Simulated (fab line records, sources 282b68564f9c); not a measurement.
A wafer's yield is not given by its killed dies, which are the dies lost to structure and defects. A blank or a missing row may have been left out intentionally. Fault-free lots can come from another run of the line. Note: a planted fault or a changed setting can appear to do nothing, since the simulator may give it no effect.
2 desks, one fault + flow rit cmos + each desk holds nothing but its own numbers, with what lay behind them at the end

== THE METROLOGY DESK ==
What the gauges read, lot by lot, whatever tool the lot ran on: means of the sampled wafers that have a number. Marked OUT: a lot whose mean sits more than 4 standard deviations from the usual mean, which makes it out of limits; the brackets give that distance.
Columns: A = M1_AL_RS at RIT_M1_RS_MEAS_01, usual 0.0734 ohm/sq
| lot  | first seen here | A      |
|------|-----------------|--------|
| L731 | day 3 16:30     | 0.0732 |
| L732 | day 3 20:40     | 0.0731 |
| L733 | day 4 01:43     | 0.0728 |
| L734 | day 4 08:01     | 0.0730 |
| L735 | day 4 14:37     | 0.0728 |
| L736 | day 4 17:20     | 0.0732 |
| L737 | day 4 21:05     | 0.0727 |
| L738 | day 5 04:13     | 0.0745 |
| L739 | day 5 05:17     | 0.0730 |
| L740 | day 5 09:43     | 0.0730 |
| L743 | day 5 22:57     | 0.0730 |
| L747 | day 6 19:53     | 0.0727 |
| L749 | day 7 05:19     | 0.0731 |
| L754 | day 8 10:40     | 0.0732 |
Result from this desk: across the 14 lots, nothing is out of limits.

== TOOL OWNER'S DESK, furnace-04 ==
The tool's own readings at RIT_FOX2_OXIDATION_00 (target thk 350.7 nm, ox time 1130 s): means of the sampled wafers that have a number, for each lot that ran on this tool. Marked OUT: a lot whose mean sits more than 4 standard deviations from the usual mean, which makes it out of limits; the brackets give that distance.
Columns: A = spike tc centre C at RIT_FOX2_OXIDATION_00, usual 1102.1 C; B = spike tc load C at RIT_FOX2_OXIDATION_00, usual 1127.1 C; C = spike tc source C at RIT_FOX2_OXIDATION_00, usual 1128.7 C; D = tube center temp C at RIT_FOX2_OXIDATION_00, usual 1100 C; E = tube_center_temp_C_max at RIT_FOX2_OXIDATION_00, usual 1102.8
| lot  | first seen here | A                | B                 | C                 | D                      | E                |
|------|-----------------|------------------|-------------------|-------------------|------------------------|------------------|
| L731 | day 1 18:16     | 1102.6           | 1126.5            | 1126.8            | 1100                   | 1103.1           |
| L732 | day 2 03:27     | 1102.2           | 1126.2            | 1126.6            | 1100                   | 1103.2           |
| L736 | day 2 23:36     | 1101.6           | 1126.6            | 1126.9            | 1100                   | 1102.7           |
| L737 | day 3 03:58     | 1102.5           | 1125.9            | 1126.3            | 1100                   | 1102.9           |
| L738 | day 3 07:49     | 1101.7           | 1125.9            | 1126.1            | 1100                   | 1102.6           |
| L739 | day 3 13:15     | 1114.3 (+10) OUT | 1138.7 (+5.5) OUT | 1139.0 (+4.7) OUT | 1112 (+99 or more) OUT | 1114.6 (+27) OUT |
| L743 | day 4 07:57     | 1114.7 (+10) OUT | 1137.1 (+4.8) OUT | 1138.6 (+4.5) OUT | 1112 (+99 or more) OUT | 1114.7 (+28) OUT |
Finding of this desk: L739, L743 out of limits; the first was L739 at day 3 13:15, on spike tc centre C at RIT_FOX2_OXIDATION_00. Within limits: L731, L732, L736, L737, L738.

== PUT TOGETHER ==
An alarm could have come from the tool owner's desk at day 3 13:15, on L739, L743.
From the metrology desk's view, nothing was out of limits.
The metrology desk holds a record of L739, L743, inside its limits.
On furnace-04, each named lot ran RIT_FOX2_OXIDATION_00.

== WHAT THE SIMULATOR HAD INSERTED ==
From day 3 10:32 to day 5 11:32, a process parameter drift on furnace-04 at RIT_FOX2_OXIDATION_00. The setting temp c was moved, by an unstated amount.
Struck lots among those shown: L739, L743.
Time in hours from fault onset to the first out-of-limits reading at each desk: the tool owner's desk, 3.
